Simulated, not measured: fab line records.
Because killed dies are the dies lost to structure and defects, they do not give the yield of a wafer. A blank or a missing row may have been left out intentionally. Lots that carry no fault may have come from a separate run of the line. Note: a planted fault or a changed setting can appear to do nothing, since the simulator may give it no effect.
Problem report in the 8D (eight disciplines) form, filled by code	flow rit_cmos	the parts of the form that need people (team, actions taken, sign-off) are left out

## 1. THE ISSUE
Mean PRETRO_TW at RIT_PRETRO_TW_MEAS_10: 419.6 over 9 wafers in 3 lots; fault-free wafers: 474.6, standard deviation 3. Measured from the usual mean, that is -18 standard deviations.
The first sign was on wafer L740.3 at day 4 15:31, on film_metro-02. The record has a number at this step for 45 wafers belonging to 15 lots. The rule behind "out" and "out of limits": a value lying over 4 standard deviations away from the usual mean. All remaining wafers that have a number are taken as sound.

## 2. WHAT IT IS AND WHAT IT IS NOT
question	is	is not
which readings at this step	PRETRO_TW	-
which lots	L740, L741, L742	L729, L730, L731, L732, L733, L734, L735, L736, L747, L748, L749, L750
which wafers of those lots	all that have a number	-
read on which gauges	film_metro-01, film_metro-02	film_metro-04
when	from day 4 15:31	up to then (24 sound wafers); but 12 sound wafers of L747, L748, L749, L750 came after

## 3. WHAT RULES OUT EACH SUSPECT
Counting: a tool at any process step up to the reading remains a suspect when it ran all the lots that are out and ran no sound lot after the first of those.
- the gauge at RIT_PRETRO_TW_MEAS_10 is ruled out. The wafers that are out were read on 2 gauges (film_metro-01, film_metro-02).
- implanter-01 at RIT_PRETRO_IMPLANT_08: kept. It ran every lot that is out, first L740 (day 4 15:13), and no sound lot after that; its last sound lot up to then is L735 (day 3 13:15). Out on those wafers are its own readings of dose_ions_cm2, faraday_current_uA.
The count leaves implanter-01 at RIT_PRETRO_IMPLANT_08.

## 4. THE CAUSE (what the simulator had put in)
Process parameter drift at RIT_PRETRO_IMPLANT_08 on implanter-01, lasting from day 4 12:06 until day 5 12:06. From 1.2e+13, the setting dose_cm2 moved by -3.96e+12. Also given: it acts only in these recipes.
The count eliminated every tool but this one.

## 5. THE CHAIN OF EFFECTS, in route order
Rows list readings where the struck wafers' mean (over those with a number) sits beyond 3 standard deviations from the usual. Readings are gone through only where the record gives a usual standard deviation; hours: the median, over the lots, of the time from a lot's start at the first step in this table giving one to that lot's start at this step; sigmas: the change measured in usual standard deviations.
hours	step	reading	usual	on struck wafers	change	sigmas
0	RIT_PRETRO_IMPLANT_08	dose_ions_cm2	1.2001e+13	8.0410e+12	-3.9600e+12	-99 or more
0	RIT_PRETRO_IMPLANT_08	faraday_current_uA	38.0	25.4	-12.6	-16
0	RIT_PRETRO_TW_MEAS_10	PRETRO_TW	474.6	419.6	-55.0	-18
Process steps it contains:
- RIT_PRETRO_IMPLANT_08

## 6. WHAT WOULD HAVE CAUGHT IT SOONER
The first out-of-limits reading at a measuring or inspecting step in this record came at day 4 15:31, 3 hours after the fault's start at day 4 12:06.
At RIT_PRETRO_IMPLANT_08, the tool's own readings (dose_ions_cm2, faraday_current_uA) were out on each struck wafer the step has a row for, so an alarm limit on them would have fired on the first such wafer.
Lots out: 3; of these, L741, L742 started RIT_PRETRO_IMPLANT_08 on implanter-01 after day 4 15:31. A hold on the tool at that time would have spared those 2.
